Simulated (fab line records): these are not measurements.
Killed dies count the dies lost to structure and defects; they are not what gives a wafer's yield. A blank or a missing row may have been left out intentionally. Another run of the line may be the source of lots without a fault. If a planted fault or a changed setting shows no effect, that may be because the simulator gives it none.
A single fault, viewed from 2 desks | flow berkeley cmos170 | numbers are kept per desk, each desk with only its own; the story behind them comes last

TOOL OWNER'S DESK, rie diel-02
The tool's own readings at UCB170_M3_ETCH_17 (etches BARC in N2/H2): means of the sampled wafers that have a number, for each lot that ran on this tool. The brackets show how far a lot's mean lies from the usual mean; more than 4 standard deviations puts the lot out of limits, marked OUT.
Columns: A = bias w at UCB170_M3_ETCH_17, usual 100.0 W; B = drypump motor current A at UCB170_M3_ETCH_17, usual 5.9 A; C = oes product au at UCB170_M3_ETCH_17, usual 1.007 a.u.; D = throttle valve pct at UCB170_M3_ETCH_17, usual 13.34 %
lot  | first seen here | A     | B   | C                | D
L421 | day 7 23:49     | 100.0 | 5.7 | 0.983            | 13.38
L434 | day 10 12:44    | 99.7  | 5.7 | 1.095 (+4.4) OUT | 13.40
This desk's finding: out of limits on L434; first on L434, day 10 12:44 (oes product au at UCB170_M3_ETCH_17). L421 stayed within limits.

FROM THE METROLOGY DESK
Means of the sampled wafers that have a number, per lot and without regard to the tool the lot ran on: this is what the gauges read. The brackets show how far a lot's mean lies from the usual mean; more than 4 standard deviations puts the lot out of limits, marked OUT.
Columns: A = cd nm at UCB170_M3_CD_MEAS_15, usual 700.2 nm; B = M3_OVL at UCB170_M3_OVL_MEAS_16, usual 2 nm
lot  | first seen here | A     | B
L421 | day 7 23:44     | 701.7 | -1
L427 | day 8 22:13     | 699.6 | 3
L434 | day 10 12:35    | 700.9 | -3
L439 | day 11 11:29    | 700.5 | 8
L443 | day 11 23:29    | 697.5 | 1
Result from this desk: across the 5 lots, nothing is out of limits.

ALL TOGETHER
On L434, at day 10 12:44, an alarm was possible from the tool owner's desk.
The metrology desk saw nothing out of limits.
The metrology desk holds a record of L434, inside its limits.
On rie diel-02, each named lot ran UCB170_M3_ETCH_17.

WHAT THE SIMULATOR HAD INSERTED
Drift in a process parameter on rie diel-02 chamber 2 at UCB170_M3_ETCH_17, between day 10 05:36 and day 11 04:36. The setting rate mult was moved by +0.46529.
Struck lots among those shown: L434.
Time in hours from fault onset to the first out-of-limits reading at each desk: the tool owner's desk, 7.
